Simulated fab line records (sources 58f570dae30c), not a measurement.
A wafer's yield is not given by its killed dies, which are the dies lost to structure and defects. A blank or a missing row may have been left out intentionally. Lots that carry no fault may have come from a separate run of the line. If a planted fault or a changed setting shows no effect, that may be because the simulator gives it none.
8D (eight disciplines) problem report, filled in by code | flow berkeley-cmos170 | the parts of the form that need people (team, actions taken, sign-off) are left out

== 1. PROBLEM STATEMENT ==
V2_TEOS_THK at UCB170_V2_THK_MEAS_01 reads a mean of 2192 nm on 2 wafers of 2 lots; wafers without a fault read 1997 nm with a standard deviation of 22. Measured from the usual mean, that is +8.8 standard deviations.
Earliest sighting: wafer L146.5 on film-metro-01 at day 11 01:56. Wafers with a number at this step in the record: 42, from 14 lots. Rule for "out", or "out of limits": more than 4 standard deviations from the usual mean. The rest of the wafers with a number are treated as sound.

== 2. WHAT IT IS; WHAT IT IS NOT ==
question                    | is                           | is not
which readings at this step | V2_TEOS_THK                  | -
which lots                  | L146, L148                   | L130, L131, L134, L136, L137, L138, L139, L140, L141, L144, L145, L151
which wafers of those lots  | L146.5, L148.3               | L146.4, L146.6, L148.2, L148.5
read on which gauges        | film-metro-01, film-metro-03 | film-metro-02
when                        | from day 11 01:56            | up to then (32 sound wafers); but 8 sound wafers of L145, L148, L151 came after

== 3. THE SUSPECTS, EACH WITH WHAT RULES IT OUT ==
Counting: any tool at a process step up to the reading remains a suspect provided it ran every lot that is out. Sound lots after the first of them don't rule it out here, since some wafers of a struck lot are sound.
- the gauge at UCB170_V2_THK_MEAS_01 is ruled out. The wafers that are out were read on 2 gauges (film-metro-01, film-metro-03).
- pecvd-04 at UCB170_V2_CVD_00 (deposits SiO2 from TEOS/O2, target thk 2000 nm, time 250 s): kept. It ran every lot that is out, first L146 (day 11 01:49); its last sound lot up to then is L140 (day 9 19:58). Its own readings are out on those wafers: run-length-s.
- pecvd-04, UCB170_V2_CVD_00: wafers that are out in chamber 0, sound lot-mates in chambers 1, 2.
Remaining after the count: pecvd-04 at UCB170_V2_CVD_00.

== 4. THE CAUSE (what the simulator had put in) ==
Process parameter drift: pecvd-04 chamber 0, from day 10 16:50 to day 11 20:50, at UCB170_V2_CVD_00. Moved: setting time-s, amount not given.
Only this tool survived the counting.

== 5. THE CHAIN OF EFFECTS, in route order ==
One row per reading whose mean, taken over the struck wafers that have a number, lies over 3 standard deviations from the usual. Scope: only readings with a usual standard deviation given in the record; hours: median across lots of the time from each lot's start at the first step in this table that gives one to its start at this step; sigmas: change in usual standard deviations.
hours | step                  | reading      | usual   | on struck wafers | change | sigmas
0     | UCB170_V2_CVD_00      | run-length-s | 277.7 s | 303.8            | +26.1  | +49
0     | UCB170_V2_THK_MEAS_01 | V2_TEOS_THK  | 1997 nm | 2192             | +194   | +8.8
The process steps in it:
- UCB170_V2_CVD_00: deposits SiO2 from TEOS/O2, target thk 2000 nm, time 250 s.

== 6. WHAT WOULD HAVE CAUGHT IT SOONER ==
In this record the first reading out of limits at a measuring or inspecting step was taken at day 11 01:56, 9 hours after the fault began at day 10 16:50.
The tool's own readings at UCB170_V2_CVD_00 were out on every struck wafer that the step has a row for (run-length-s): an alarm limit on them would have fired on the first of those.
Among the 2 lots that are out, L148 began UCB170_V2_CVD_00 on pecvd-04 after day 11 01:56. It would have been spared by a hold on the tool at that moment.
